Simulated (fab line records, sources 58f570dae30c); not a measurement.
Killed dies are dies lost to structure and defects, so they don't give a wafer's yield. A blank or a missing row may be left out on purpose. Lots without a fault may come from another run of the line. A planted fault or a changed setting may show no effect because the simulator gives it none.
fab line records | flow berkeley_cmos170
record lots=5 wafers=15 last_day=9
route steps=331 shown PSD@175 NSD@187
lots that met no fault: from a run of the same line without faults
start_h: hours from the record's first day to the start of the lot's first wafer shown | wait_h: hours since the lot's step before | " the same as in the row above | L1.1+2: a row that stands for several wafers | - no value, or no start given | * or withheld: withheld | < > ~ a bound
route shown NAME@n: a module of which the file shows steps, and the number in the route of the first | usual: mean/standard deviation of fault-free wafers | same: alike in all rows | chamber/n: place in a boat | sites: the reading at each site | _std_site: their standard deviation | _edge_site: outer sites' mean less inner sites' | radius_mm: how far each site lies from the wafer's centre | mask NAME#n: copy n | behind: the tool/chamber that last shaped the wafer | hold: why the lot was held/for how many hours/how that ended | device: the transistor (n, p or np) that didn't switch | end of line: the same wafers' tests at the end of the route | a step without rows: its recipe alone | killed: dies lost to structure and defects at the first sort, not the wafer's yield | map: a wafer's dies, x killed, . not, _ none there
set.NAME: the setting as run; set.NAME@STEP: as run at that earlier step | model.NAME: the simulator's own value behind a step, which no gauge read
lots at some steps of the route; a table a step, a row a wafer
services: from which hour (start_h, from the record's first day; less than 0 if before it) a tool's chamber was out of use, for how many hours, and why
## steps
# step UCB170_PSD_HMDS_00
# recipe prime_time_s=60 prime_temp_c=100
# usual chill_plate_temp_C=23.00/0.1
# columns lot.wafer tool chamber start_h wait_h chill_plate_temp_C
L077.1 litho_track-04 0 143.79 0.6 22.78
L077.3 " 0 " " 22.88
L077.6 " 0 " " 22.82
L079.1 litho_track-03 0 156.98 0.4 22.86
L079.3 " 0 " " 23.01
L079.5 " 0 " " 22.98
L080.3 litho_track-03 0 163.73 0.1 22.95
L080.4 " 0 " " 22.90
L080.5 " 0 " " 23.12
L082.1 litho_track-03 0 185.13 0.0 23.02
L082.2 " 0 " " 23.10
L082.3 " 0 " " 23.15
L081.2 litho_track-04 0 185.15 0.1 23.16
L081.4 " 0 " " 22.93
L081.6 " 0 " " 23.14
# step UCB170_PSD_COAT_01
# recipe resist=KrF spin_rpm=1500 resist_thk_nm=900
# usual chill_plate_temp_C=22.98/0.099 dispense_pressure_kPa=48.9/0.37 spin_speed_rpm=1500.0/1.1
# columns lot.wafer tool chamber start_h wait_h chill_plate_temp_C dispense_pressure_kPa spin_speed_rpm
L077.1 litho_track-04 0 143.94 0.1 23.10 48.4 1499.4
L077.3 " 0 " " 22.97 48.4 1500.4
L077.6 " 0 " " 23.09 48.4 1500.9
L079.1 litho_track-03 0 157.13 0.1 23.32 48.9 1499.1
L079.3 " 0 " " 23.09 48.8 1499.1
L079.5 " 0 " " 22.97 48.8 1500.3
L080.3 litho_track-03 0 163.88 0.1 22.88 48.8 1501.4
L080.4 " 0 " " 22.84 48.9 1500.3
L080.5 " 0 " " 23.04 48.8 1499.2
L082.1 litho_track-03 0 185.28 0.1 23.04 48.8 1499.1
L082.2 " 0 " " 23.13 48.8 1501.3
L082.3 " 0 " " 23.04 48.8 1498.5
L081.2 litho_track-04 0 185.30 0.1 22.95 48.4 1499.0
L081.4 " 0 " " 22.92 48.4 1499.5
L081.6 " 0 " " 23.03 48.4 1501.1
# step UCB170_PSD_SOFTBAKE_02
# recipe resist=KrF temp_c=130 time_s=60
# usual chill_plate_temp_C=22.98/0.094
# columns lot.wafer tool chamber start_h wait_h chill_plate_temp_C
L077.1 litho_track-04 0 144.09 0.1 22.84
L077.3 " 0 " " 23.05
L077.6 " 0 " " 23.04
L079.1 litho_track-03 0 157.28 0.1 23.03
L079.3 " 0 " " 23.02
L079.5 " 0 " " 22.96
L080.3 litho_track-03 0 164.03 0.1 22.98
L080.4 " 0 " " 22.89
L080.5 " 0 " " 23.07
L082.1 litho_track-03 0 185.43 0.1 23.02
L082.2 " 0 " " 23.01
L082.3 " 0 " " 23.01
L081.2 litho_track-04 0 185.45 0.1 22.79
L081.4 " 0 " " 22.91
L081.6 " 0 " " 22.81
# step UCB170_PSD_EXPOSE_03
# recipe mask_id=PSELECT_MOD na=0.5 sigma_outer=0.6 source_shape=conventional target_cd_nm=1200 dose_mj=30
# same na=0.5
# columns lot.wafer tool chamber start_h wait_h mask
L077.1+3+6 krf_scanner-02 0 144.39 0.3 PSELECT_MOD#0
L079.1+3+5 krf_scanner-02 0 157.52 0.2 PSELECT_MOD#0
L080.3+4+5 krf_scanner-01 0 164.29 0.2 PSELECT_MOD#0
L082.1+2+3 krf_scanner-01 0 185.69 0.2 PSELECT_MOD#0
L081.2+4+6 krf_scanner-01 0 185.83 0.4 PSELECT_MOD#0
# step UCB170_PSD_PEB_04
# recipe peb_temp_c=130 peb_time_s=withheld resist=KrF
# usual chill_plate_temp_C=23.03/0.094
# columns lot.wafer tool chamber start_h wait_h chill_plate_temp_C
L077.1 litho_track-03 0 145.03 0.6 23.06
L077.3 " 0 " " 23.12
L077.6 " 0 " " 22.95
L079.1 litho_track-03 0 157.88 0.3 23.26
L079.3 " 0 " " 23.03
L079.5 " 0 " " 22.99
L080.3 litho_track-03 0 165.08 0.8 22.94
L080.4 " 0 " " 22.98
L080.5 " 0 " " 22.92
L082.1 litho_track-03 0 186.03 0.3 23.11
L082.2 " 0 " " 23.02
L082.3 " 0 " " 23.04
L081.2 litho_track-04 0 186.13 0.3 22.87
L081.4 " 0 " " 23.10
L081.6 " 0 " " 23.03
# step UCB170_PSD_DEVELOP_05
# recipe developer=TMAH develop_time_s=45 resist=KrF dev_temp_c=21
# usual chill_plate_temp_C=23.00/0.11
# columns lot.wafer tool chamber start_h wait_h chill_plate_temp_C
L077.1 litho_track-03 0 - - 22.86
L077.3 " 0 " " 23.22
L077.6 " 0 " " 22.95
L079.1 litho_track-03 0 - - 23.11
L079.3 " 0 " " 23.04
L079.5 " 0 " " 23.00
L080.3 litho_track-03 0 - - 23.02
L080.4 " 0 " " 23.08
L080.5 " 0 " " 22.99
L082.1 litho_track-03 0 - - 23.00
L082.2 " 0 " " 23.13
L082.3 " 0 " " 23.03
L081.2 litho_track-04 0 - - 22.81
L081.4 " 0 " " 22.75
L081.6 " 0 " " 22.97
# step UCB170_PSD_CD_MEAS_06
# recipe target_cd_nm=1200
# usual cd_nm=1199.7/1.3
# columns lot.wafer tool chamber start_h wait_h cd_nm
L077.1 cd_sem-01 - 145.30 - 1199.6
L077.3 " - " " 1200.3
L077.6 " - " " 1199.7
L079.1 cd_sem-02 - 158.16 - 1197.2
L079.3 " - " " 1196.4
L079.5 " - " " 1198.7
L080.3 cd_sem-02 - 165.35 - 1197.4
L080.4 " - " " 1197.7
L080.5 " - " " 1197.6
L082.1 cd_sem-01 - 186.30 - 1201.7
L082.2 " - " " 1201.3
L082.3 " - " " 1199.7
L081.2 cd_sem-02 - 186.44 - 1198.9
L081.4 " - " " 1200.0
L081.6 " - " " 1201.4
# step UCB170_PSD_OVL_MEAS_07
# usual PSD_OVL=1/6.3
# columns lot.wafer tool chamber start_h wait_h PSD_OVL[nm]
L077.1 overlay-02 - 145.42 0.1 2
L077.3 " - " " 5
L077.6 " - " " -1
L079.1 overlay-01 - 158.28 0.1 -1
L079.3 " - " " 6
L079.5 " - " " 10
L080.3 overlay-01 - 165.44 0.1 3
L080.4 " - " " 1
L080.5 " - " " 4
L082.1 overlay-01 - 186.42 0.1 -2
L082.2 " - " " 14
L082.3 " - " " 10
L081.2 overlay-02 - 186.55 0.1 7
L081.4 " - " " 9
L081.6 " - " " 8
# step UCB170_PSD_IMPLANT_08
# recipe species=B dose_cm2=3e+15 energy_kev=20 tilt_deg=7
# usual dose_ions_cm2=2.9997e+15/3e+12
# columns lot.wafer tool chamber start_h wait_h dose_ions_cm2
L077.1 implanter-03 0 145.46 0.0 2.9981e+15
L077.3 " 0 " " 2.9997e+15
L077.6 " 0 " " 2.9997e+15
L079.1 implanter-03 0 158.31 0.0 3.0003e+15
L079.3 " 0 " " 3.001e+15
L079.5 " 0 " " 2.998e+15
L080.3 implanter-03 0 165.51 0.1 2.9963e+15
L080.4 " 0 " " 2.9976e+15
L080.5 " 0 " " 3.004e+15
L082.1 implanter-01 0 186.61 0.2 3.0005e+15
L082.2 " 0 " " 2.9978e+15
L082.3 " 0 " " 3.0031e+15
L081.2 implanter-01 0 186.78 0.2 2.9979e+15
L081.4 " 0 " " 2.9941e+15
L081.6 " 0 " " 3.0004e+15
# step UCB170_PSD_STRIP_09
# recipe chemistry=O2 power_w=400 pressure_mtorr=3500 platen_temp_c=withheld o2_flow_sccm=400 overash_fraction=0.5
# usual drypump_motor_current_A=5.9/0.4 oes_product_au=0.600/0.0049 strip_time_to_endpoint_s=29.39/0.078
# columns lot.wafer tool chamber start_h wait_h drypump_motor_current_A oes_product_au rf_hours_counter_h strip_time_to_endpoint_s
L077.1 plasma_asher-02 0 145.61 0.1 5.1 0.602 44 29.36
L077.3 " 0 " " 5.1 0.607 - 29.44
L077.6 " 0 " " 5.1 0.604 - 29.41
L079.1 plasma_asher-04 1 158.46 0.1 6.3 0.599 47 29.47
L079.3 " 1 " " 6.3 0.601 - 29.41
L079.5 " 1 " " 6.3 0.602 - 29.44
L080.3 plasma_asher-01 0 165.64 0.1 6.3 0.606 - 29.41
L080.4 " 1 " " 6.0 0.603 - 29.45
L080.5 " 0 " " 6.3 0.598 - 29.45
L082.1 plasma_asher-02 0 186.76 0.1 5.1 0.600 47 29.41
L082.2 " 1 " " 5.9 0.607 47 29.43
L082.3 " 1 " " 5.9 0.595 - 29.40
L081.2 plasma_asher-01 0 186.91 0.1 6.3 0.591 40 29.37
L081.4 " 1 " " 5.9 0.596 - 29.42
L081.6 " 0 " " 6.3 0.591 - 29.27
# step UCB170_PSD_TW_MEAS_10
# usual PSD_TW=2319/18
# columns lot.wafer tool chamber start_h wait_h PSD_TW
L077.1 film_metro-03 - 145.71 0.1 2303
L077.3 " - " " 2301
L077.6 " - " " 2313
L079.1 film_metro-03 - 158.56 0.1 2319
L079.3 " - " " 2312
L079.5 " - " " 2306
L080.3 film_metro-03 - 165.73 0.1 2307
L080.4 " - " " 2315
L080.5 " - " " 2314
L082.1 film_metro-04 - 186.86 0.1 2331
L082.2 " - " " 2314
L082.3 " - " " 2305
L081.2 film_metro-01 - 187.02 0.1 2328
L081.4 " - " " 2338
L081.6 " - " " 2329
# step UCB170_PSD_CLEAN_11
# recipe chemistry=SPM temp_c=120 time_s=600
# columns lot.wafer tool chamber start_h wait_h
L077.1+3+6 wet_bench-04 1 145.77 0.1
L079.1+3+5 wet_bench-02 1 158.62 0.1
L080.3+4+5 wet_bench-04 1 165.77 0.0
L081.2+4+6 wet_bench-01 1 187.12 0.1
L082.1+2+3 wet_bench-01 1 187.12 0.2
# step UCB170_NSD_HMDS_00
# recipe prime_time_s=60 prime_temp_c=100
# usual chill_plate_temp_C=23.00/0.099
# columns lot.wafer tool chamber start_h wait_h chill_plate_temp_C
L077.1 litho_track-02 0 146.15 0.2 23.01
L077.3 " 0 " " 22.95
L077.6 " 0 " " 22.93
L079.1 litho_track-03 0 158.80 0.0 23.01
L079.3 " 0 " " 22.99
L079.5 " 0 " " 22.93
L080.3 litho_track-04 0 166.09 0.1 22.86
L080.4 " 0 " " 22.90
L080.5 " 0 " " 22.97
L082.1 litho_track-03 0 187.47 0.0 23.17
L082.2 " 0 " " 22.92
L082.3 " 0 " " 23.10
L081.2 litho_track-04 0 187.49 0.0 22.91
L081.4 " 0 " " 23.13
L081.6 " 0 " " 23.17
# step UCB170_NSD_COAT_01
# recipe resist=KrF spin_rpm=1500 resist_thk_nm=900
# usual chill_plate_temp_C=22.98/0.1 dispense_pressure_kPa=50/3.1 spin_speed_rpm=1499.9/0.98
# columns lot.wafer tool chamber start_h wait_h chill_plate_temp_C dispense_pressure_kPa spin_speed_rpm
L077.1 litho_track-02 0 146.30 0.1 23.08 56 1498.8
L077.3 " 0 " " 23.08 56 1498.3
L077.6 " 0 " " 23.08 56 1501.2
L079.1 litho_track-03 0 158.95 0.1 22.99 49 1499.0
L079.3 " 0 " " 23.09 49 1499.4
L079.5 " 0 " " 23.12 49 1500.9
L080.3 litho_track-04 0 166.24 0.1 22.90 48 1500.0
L080.4 " 0 " " 22.99 48 1501.8
L080.5 " 0 " " 23.00 48 1499.0
L082.1 litho_track-03 0 187.62 0.1 22.93 49 1500.1
L082.2 " 0 " " 22.86 49 1499.3
L082.3 " 0 " " 22.90 49 1502.0
L081.2 litho_track-04 0 187.64 0.1 22.88 48 1501.0
L081.4 " 0 " " 22.91 48 1499.6
L081.6 " 0 " " 22.77 48 1500.5
# step UCB170_NSD_SOFTBAKE_02
# recipe resist=KrF temp_c=130 time_s=60
# usual chill_plate_temp_C=23.00/0.098
# columns lot.wafer tool chamber start_h wait_h chill_plate_temp_C
L077.1 litho_track-02 0 146.45 0.1 22.89
L077.3 " 0 " " 22.87
L077.6 " 0 " " 22.97
L079.1 litho_track-03 0 159.10 0.1 23.05
L079.3 " 0 " " 23.04
L079.5 " 0 " " 22.95
L080.3 litho_track-04 0 166.39 0.1 23.12
L080.4 " 0 " " 22.90
L080.5 " 0 " " 23.02
L082.1 litho_track-03 0 187.77 0.1 22.83
L082.2 " 0 " " 22.93
L082.3 " 0 " " 22.86
L081.2 litho_track-04 0 187.79 0.1 22.90
L081.4 " 0 " " 22.91
L081.6 " 0 " " 22.97
# step UCB170_NSD_EXPOSE_03
# recipe mask_id=NSELECT_MOD na=0.5 sigma_outer=0.6 source_shape=conventional target_cd_nm=1200 dose_mj=30
# same na=0.5
# columns lot.wafer tool chamber start_h wait_h mask
L077.1+3+6 krf_scanner-01 0 146.84 0.4 NSELECT_MOD#0
L079.1+3+5 krf_scanner-02 0 159.25 0.1 NSELECT_MOD#0
L080.3+4+5 krf_scanner-02 0 166.53 0.1 NSELECT_MOD#0
L082.1+2+3 krf_scanner-01 0 187.92 0.1 NSELECT_MOD#0
L081.2+4+6 krf_scanner-01 0 188.06 0.2 NSELECT_MOD#0
# step UCB170_NSD_PEB_04
# recipe peb_temp_c=130 peb_time_s=withheld resist=KrF
# usual chill_plate_temp_C=22.99/0.11
# columns lot.wafer tool chamber start_h wait_h chill_plate_temp_C
L077.1 litho_track-03 0 146.95 0.1 22.96
L077.3 " 0 " " 23.00
L077.6 " 0 " " 23.03
L079.1 litho_track-03 0 159.37 0.1 23.01
L079.3 " 0 " " 23.14
L079.5 " 0 " " 23.03
L080.3 litho_track-03 0 166.66 0.1 22.98
L080.4 " 0 " " 22.99
L080.5 " 0 " " 23.06
L082.1 litho_track-03 0 188.04 0.1 22.96
L082.2 " 0 " " 22.99
L082.3 " 0 " " 22.94
L081.2 litho_track-02 0 188.18 0.1 22.98
L081.4 " 0 " " 22.84
L081.6 " 0 " " 22.86
# step UCB170_NSD_DEVELOP_05
# recipe developer=TMAH develop_time_s=45 resist=KrF dev_temp_c=21
# usual chill_plate_temp_C=23.01/0.1
# columns lot.wafer tool chamber start_h wait_h chill_plate_temp_C
L077.1 litho_track-03 0 - - 23.06
L077.3 " 0 " " 23.02
L077.6 " 0 " " 23.09
L079.1 litho_track-03 0 - - 22.93
L079.3 " 0 " " 22.98
L079.5 " 0 " " 23.00
L080.3 litho_track-03 0 - - 23.01
L080.4 " 0 " " 23.07
L080.5 " 0 " " 23.02
L082.1 litho_track-03 0 - - 23.01
L082.2 " 0 " " 23.10
L082.3 " 0 " " 23.16
L081.2 litho_track-02 0 - - 23.01
L081.4 " 0 " " 23.06
L081.6 " 0 " " 22.97
# step UCB170_NSD_CD_MEAS_06
# recipe target_cd_nm=1200
# usual cd_nm=1199.6/1.1
# columns lot.wafer tool chamber start_h wait_h cd_nm
L077.1 cd_sem-01 - 147.23 - 1199.9
L077.3 " - " " 1200.0
L077.6 " - " " 1199.6
L079.1 cd_sem-02 - 159.64 - 1198.6
L079.3 " - " " 1198.0
L079.5 " - " " 1196.7
L080.3 cd_sem-02 - 166.93 - 1200.1
L080.4 " - " " 1199.2
L080.5 " - " " 1199.8
L082.1 cd_sem-01 - 188.31 - 1199.1
L082.2 " - " " 1200.9
L082.3 " - " " 1200.8
L081.2 cd_sem-02 - 188.45 - 1197.9
L081.4 " - " " 1199.2
L081.6 " - " " 1198.4
# step UCB170_NSD_OVL_MEAS_07
# usual NSD_OVL=-2/5.8
# columns lot.wafer tool chamber start_h wait_h NSD_OVL[nm]
L077.1 overlay-02 - 147.35 0.1 -9
L077.3 " - " " -14
L077.6 " - " " -2
L079.1 overlay-02 - 159.76 0.1 0
L079.3 " - " " -5
L079.5 " - " " -15
L080.3 overlay-01 - 167.02 0.1 0
L080.4 " - " " 9
L080.5 " - " " 1
L082.1 overlay-02 - 188.43 0.1 -3
L082.2 " - " " -5
L082.3 " - " " -4
L081.2 overlay-01 - 188.55 0.1 -8
L081.4 " - " " -3
L081.6 " - " " -12
# step UCB170_NSD_IMPLANT_08
# recipe species=P dose_cm2=3e+15 energy_kev=40 tilt_deg=7
# usual dose_ions_cm2=3e+15/3.2e+12
# columns lot.wafer tool chamber start_h wait_h dose_ions_cm2
L077.1 implanter-02 0 147.38 0.0 2.992e+15
L077.3 " 0 " " 3e+15
L077.6 " 0 " " 2.991e+15
L079.1 implanter-04 0 159.80 0.0 2.995e+15
L079.3 " 0 " " 3.002e+15
L079.5 " 0 " " 3.003e+15
L080.3 implanter-03 0 167.09 0.1 2.999e+15
L080.4 " 0 " " 2.997e+15
L080.5 " 0 " " 3.004e+15
L082.1 implanter-04 0 188.47 0.0 3.001e+15
L082.2 " 0 " " 3.005e+15
L082.3 " 0 " " 3.003e+15
L081.2 implanter-03 0 188.61 0.0 3.002e+15
L081.4 " 0 " " 3.005e+15
L081.6 " 0 " " 3.007e+15
# step UCB170_NSD_STRIP_09
# recipe chemistry=O2 power_w=400 pressure_mtorr=3500 platen_temp_c=withheld o2_flow_sccm=400 overash_fraction=0.5
# usual drypump_motor_current_A=5.7/0.38 oes_product_au=0.534/0.0045 strip_time_to_endpoint_s=35.82/0.06
# columns lot.wafer tool chamber start_h wait_h drypump_motor_current_A oes_product_au rf_hours_counter_h strip_time_to_endpoint_s
L077.1 plasma_asher-03 1 147.53 0.1 5.5 0.534 3 35.79
L077.3 " 0 " " 5.5 0.534 - 35.83
L077.6 " 0 " " 5.5 0.526 - 35.84
L079.1 plasma_asher-02 1 159.95 0.1 5.9 0.530 45 35.82
L079.3 " 0 " " 5.1 0.531 - 35.86
L079.5 " 0 " " 5.1 0.543 - 35.87
L080.3 plasma_asher-01 0 167.23 0.1 6.3 0.535 - 35.77
L080.4 " 1 " " 5.9 0.533 - 35.78
L080.5 " 0 " " 6.3 0.537 - 35.74
L082.1 plasma_asher-02 1 188.62 0.1 5.9 0.536 48 35.80
L082.2 " 0 " " 5.1 0.526 48 35.77
L082.3 " 0 " " 5.1 0.537 - 35.76
L081.2 plasma_asher-01 1 188.73 0.1 5.9 0.529 40 35.90
L081.4 " 0 " " 6.3 0.532 - 35.90
L081.6 " 0 " " 6.3 0.539 - 35.93
# step UCB170_NSD_TW_MEAS_10
# usual NSD_TW=4175/33
# columns lot.wafer tool chamber start_h wait_h NSD_TW
L077.1 film_metro-01 - 147.63 0.1 4229
L077.3 " - " " 4241
L077.6 " - " " 4222
L079.1 film_metro-01 - 160.05 0.1 4211
L079.3 " - " " 4218
L079.5 " - " " 4244
L080.3 film_metro-03 - 167.31 0.1 4133
L080.4 " - " " 4147
L080.5 " - " " 4162
L082.1 film_metro-03 - 188.72 0.1 4141
L082.2 " - " " 4137
L082.3 " - " " 4147
L081.2 film_metro-04 - 188.84 0.1 4173
L081.4 " - " " 4169
L081.6 " - " " 4183
# step UCB170_NSD_CLEAN_11
# recipe chemistry=SPM temp_c=120 time_s=600
# columns lot.wafer tool chamber start_h wait_h
L077.1+3+6 wet_bench-03 3 147.96 0.3
L079.1+3+5 wet_bench-03 0 160.11 0.1
L080.3+4+5 wet_bench-03 2 167.52 0.2
L082.1+2+3 wet_bench-02 2 188.88 0.2
L081.2+4+6 wet_bench-03 0 188.96 0.1
## services
# columns tool chamber start_h hours kind
krf_scanner-02 - 124.90 1.0 repair
plasma_asher-04 - 125.32 1.8 repair
krf_scanner-01 - 132.84 4.0 pm
litho_track-02 - 133.61 - consumable_replace:filter
plasma_asher-04 - 135.16 2.8 pm
implanter-01 - 138.34 3.1 pm
krf_scanner-01 - 144.27 0.8 pm
plasma_asher-02 - 145.97 2.8 pm
implanter-02 - 151.30 3.9 pm
krf_scanner-01 - 155.98 3.5 repair
implanter-02 - 162.49 43.1 repair
krf_scanner-01 - 166.39 1.0 pm
krf_scanner-01 - 181.32 3.1 repair
implanter-03 - 184.61 3.1 pm
## key
fault none
